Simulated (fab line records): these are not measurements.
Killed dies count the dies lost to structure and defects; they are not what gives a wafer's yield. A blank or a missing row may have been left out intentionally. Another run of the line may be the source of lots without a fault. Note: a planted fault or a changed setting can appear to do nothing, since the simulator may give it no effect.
A lot that was struck, set against a sound lot -- flow rit_cmos -- 45 out of 202 route steps
Sound: wafers L990.1, L990.2, L990.5. Struck: wafers L999.2, L999.4, L999.5. The cause comes at the end.
For every step that has rows: the tool of each side, followed by ch and its chambers, followed by its first start. Under that, the readings that differ: sound wafers -- struck wafers -- difference of the means -- sigmas: that difference in standard deviations of wafers without a fault.
alike: same words and numbers on both sides, and readings whose means sit less than 2 such deviations apart. not compared: any withheld reading, any reading some wafer has no value for, any bound like >300 that may hide the same value, and any number with overlapping values for which the record gives no deviation.
The two part at a step that has a row with sigmas, a row that says differs or no value, or rows on one side only. When numbers do not overlap yet have no deviation, they are printed without sigmas and do not part them. A reading that every wafer of one side lacks parts them only if that side has two wafers or more.

RIT_GATE_CD_MEAS_16: target cd 150 nm.
  sound on cd_sem-02 at day 3 20:13; struck on cd_sem-02 at day 5 10:29
  alike: cd_nm
RIT_GATE_OVL_MEAS_17:
  sound on overlay-02 at day 3 20:20; struck on overlay-01 at day 5 10:35
  alike: GATE_OVL
then, 1 step without rows for these wafers: RIT_GATE_HARDBAKE_18 (time 60 s).
RIT_GATE_ETCH_19: etches poly-Si in SF6/CHF3/O2, stops on SiO2, time 165 s, target depth 312.5 nm.
  sound on rie_si-01 ch 0,2,3, day 3 20:31; struck on rie_si-02 ch 0,1,3, day 5 10:46
  alike: drypump_motor_current_A, oes_product_au, rf_fwd_power_W, throttle_valve_pct
  not compared: rf_hours_counter_h
RIT_GATE_STRIP_20: strips in O2, time 180 s.
  sound on plasma_asher-01 ch 0,1, day 3 20:38; struck on plasma_asher-04 ch 0,1, day 5 10:52
  alike: drypump_motor_current_A
  not compared: rf_hours_counter_h
RIT_GATE_CD_MEAS_90: target cd 150 nm.
  sound on cd_sem-02 at day 3 20:48; struck on cd_sem-01 at day 5 11:04
  alike: cd_nm
then, 4 steps without rows for these wafers: RIT_REOX_CLEAN_00 (cleans in SC1, time 600 s); RIT_REOX_CLEAN_01 (cleans in dHF, time 30.56 s); RIT_REOX_CLEAN_02 (cleans in SC2, time 600 s); RIT_REOX_OXIDATION_03 (target thk 25.2 nm, ox time 5580 s).
RIT_REOX_THK_MEAS_04:
  sound on film_metro-01 at day 4 00:16; struck on film_metro-04 at day 5 19:52
  alike: REOX_OXIDE_THK
then, 1 step without rows for these wafers: RIT_NLDD_HMDS_00 (prime time 60 s).
RIT_NLDD_COAT_01: resist thk 1000 nm.
  struck on litho_track-02, day 5 20:05; sound on litho_track-02 ch 0, day 4 00:28
  no value came back on the struck wafers for chill_plate_temp_C (C), dispense_pressure_kPa (kPa), spin_speed_rpm (rpm); on the sound wafers chill_plate_temp_C (C) reads 23.15 22.87 22.99
then, 4 steps without rows for these wafers: RIT_NLDD_SOFTBAKE_02 (time 60 s); RIT_NLDD_EXPOSE_03 (exposes mask M7, target cd 40700 nm); RIT_NLDD_PEB_04; RIT_NLDD_DEVELOP_05 (develop time 50 s).
RIT_NLDD_OVL_MEAS_06:
  sound on overlay-02 at day 4 01:17; struck on overlay-02 at day 5 20:46
reading,sound,struck,difference,sigmas
NLDD_OVL (nm),-1.3 -1.4 -0.1,- - -,no value on the struck wafers,
then, 2 steps without rows for these wafers: RIT_NLDD_HARDBAKE_07 (time 60 s); RIT_NLDD_IMPLANT_08.
RIT_NLDD_STRIP_09: strips in O2, time 180 s.
  sound on plasma_asher-02 ch 0,1, day 4 01:41; struck on plasma_asher-04 ch 0, day 5 21:06
  alike: drypump_motor_current_A
  not compared: rf_hours_counter_h
RIT_NLDD_TW_MEAS_10:
  sound on film_metro-02 at day 4 01:51; struck on film_metro-02 at day 5 21:17
  alike: NLDD_TW
then, 6 steps without rows for these wafers: RIT_PLDD_HMDS_00 (prime time 60 s); RIT_PLDD_COAT_01 (resist thk 1000 nm); RIT_PLDD_SOFTBAKE_02 (time 60 s); RIT_PLDD_EXPOSE_03 (exposes mask M8, target cd 40900 nm); RIT_PLDD_PEB_04; RIT_PLDD_DEVELOP_05 (develop time 50 s).
RIT_PLDD_OVL_MEAS_06:
  sound on overlay-02 at day 4 02:59; struck on overlay-02 at day 5 22:19
  alike: PLDD_OVL
then, 2 steps without rows for these wafers: RIT_PLDD_HARDBAKE_07 (time 60 s); RIT_PLDD_IMPLANT_08.
RIT_PLDD_STRIP_09: strips in O2, time 180 s.
  sound on plasma_asher-03 ch 0,1, day 4 03:19; struck on plasma_asher-02 ch 0, day 5 22:39
  alike: drypump_motor_current_A
  not compared: rf_hours_counter_h
RIT_PLDD_TW_MEAS_10:
  sound on film_metro-02 at day 4 03:29; struck on film_metro-03 at day 5 22:50
reading,sound,struck,difference,sigmas
PLDD_TW,2328 2346 2348,2881 2865 2869,+531,+38
then, 4 steps without rows for these wafers: RIT_SPACER_CLEAN_00 (cleans in SC1, time 600 s); RIT_SPACER_CLEAN_01 (cleans in dHF, time 30 s); RIT_SPACER_CLEAN_02 (cleans in SC2, time 600 s); RIT_SPACER_CVD_03 (deposits Si3N4 from SiH2Cl2/NH3, target thk 250 nm, time 3300 s).
RIT_SPACER_THK_MEAS_04:
  sound on film_metro-01 at day 4 05:51; struck on film_metro-01 at day 6 01:11
  alike: SPACER_NITRIDE_THK
RIT_SPACER_ETCHBACK_05: etches Si3N4 in SF6/CHF3, stops on SiO2, target depth 250 nm, time 240 s.
  sound on rie_diel-03 ch 0,3, day 4 05:55; struck on rie_diel-03 ch 2,3, day 6 01:14
  alike: drypump_motor_current_A, oes_product_au, rf_fwd_power_W, throttle_valve_pct
  not compared: rf_hours_counter_h
then, 3 steps without rows for these wafers: RIT_NSD_HMDS_00 (prime time 60 s); RIT_NSD_COAT_01 (resist thk 1000 nm); RIT_NSD_SOFTBAKE_02 (time 60 s).
RIT_NSD_TW_MEAS_10:
  sound on film_metro-02 at day 4 07:32; struck on film_metro-03 at day 6 02:52
reading,sound,struck,difference,sigmas
NSD_TW,3097 3100 3107,3324 3334 3329,+228,+13
RIT_PSD_TW_MEAS_10:
  sound on film_metro-02 at day 4 09:05; struck on film_metro-04 at day 6 04:35
reading,sound,struck,difference,sigmas
PSD_TW,3431 3429 3428,3501 3485 3475,+58,+3
RIT_M1_PROBE_99:
  sound on prober-02 at day 4 17:11; struck on prober-01 at day 6 12:32
reading,sound,struck,difference,sigmas
killed_at_front_end,8 2 7,264 264 264,+258,+89
killed_dies,8 2 7,264 264 264,+258,+89
killed_on_rim,1 0 2,70 70 70,+69,+49
  alike: killed_open, killed_short

WHERE THEY PART
First at RIT_NLDD_COAT_01; last, within this record, at RIT_M1_PROBE_99.

WHY: what the simulator had put in
Whole step skipped at RIT_NLDD_COAT_01 on litho_track-02, starting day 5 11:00. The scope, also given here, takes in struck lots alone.
